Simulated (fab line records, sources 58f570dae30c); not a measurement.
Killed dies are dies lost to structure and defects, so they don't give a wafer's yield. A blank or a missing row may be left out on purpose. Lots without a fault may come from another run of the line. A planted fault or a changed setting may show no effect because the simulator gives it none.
One fault seen from 2 desks | flow berkeley_cmos170 | each desk has only its own numbers; what lay behind them comes last

THE TOOL OWNER'S DESK: lpcvd-02
The tool's own readings at UCB170_GATE_CVD_04 (deposits poly-Si from SiH4, time 1440 s, target thk 214 nm): means of the sampled wafers that have a number, for each lot that ran on this tool. A lot is out of limits, marked OUT, if its mean lies more than 4 standard deviations from the usual mean; the brackets give that distance.
Columns: A = spike_tc_source_C at UCB170_GATE_CVD_04, usual 628.5 C; B = susceptor_temp_C at UCB170_GATE_CVD_04, usual 610.00 C
lot  | first seen here | A     | B
L670 | day 5 19:25     | 628.4 | 610.14
L671 | day 5 19:25     | 628.2 | 610.11
L677 | day 7 12:52     | 627.9 | 610.09
L678 | day 7 12:52     | 628.6 | 609.70
L680 | day 7 12:52     | 628.2 | 610.40
This desk's finding: nothing out of limits on any of the 5 lots.

THE METROLOGY DESK
What the gauges read, lot by lot, whatever tool the lot ran on: means of the sampled wafers that have a number. A lot is out of limits, marked OUT, if its mean lies more than 4 standard deviations from the usual mean; the brackets give that distance.
Columns: A = GATE_POLY_THK at UCB170_GATE_THK_MEAS_05, usual 214.7 nm; B = cd_nm at UCB170_M2_CD_MEAS_90, usual 701 nm
lot  | first seen here | A               | B
L670 | day 5 20:49     | 214.4           | 700
L671 | day 5 20:50     | 214.2           | 703
L672 | day 6 16:22     | 216.0           | 700
L675 | day 7 02:50     | 216.0           | 700
L673 | day 7 02:51     | 213.5           | 702
L680 | day 7 14:16     | 177.4 (-20) OUT | 700
L678 | day 7 14:16     | 179.9 (-18) OUT | 698
L677 | day 7 14:19     | 176.1 (-20) OUT | 695
L683 | day 8 09:24     | 214.1           | 699
L685 | day 9 07:05     | 216.2           | 696
L687 | day 9 17:58     | 215.3           | 703
L689 | day 9 20:48     | 215.9           | 699
L690 | day 9 20:49     | 214.8           | 701
L693 | day 10 07:15    | 214.6           | 703
L691 | day 10 07:17    | 211.6           | 702
This desk's finding: out of limits on L677, L678, L680; first on L680, day 7 14:16 (GATE_POLY_THK at UCB170_GATE_THK_MEAS_05). In limits: L670, L671, L672, L675, L673, L683, L685, L687, L689, L690, L693, L691.

PUT TOGETHER
The metrology desk could have raised an alarm at day 7 14:16, on L677, L678, L680.
The tool owner's desk saw nothing out of limits.
The tool owner's desk has L677, L678, L680 on record, within its limits.
Of the lots named, all ran UCB170_GATE_CVD_04 on lpcvd-02.

WHAT THE SIMULATOR HAD PUT IN
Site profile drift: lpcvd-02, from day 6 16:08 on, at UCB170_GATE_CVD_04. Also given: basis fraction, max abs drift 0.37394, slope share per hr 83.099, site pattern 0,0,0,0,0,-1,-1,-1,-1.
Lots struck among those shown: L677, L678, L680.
Hours from the fault's start to each desk's first reading out of limits: the metrology desk, 22.
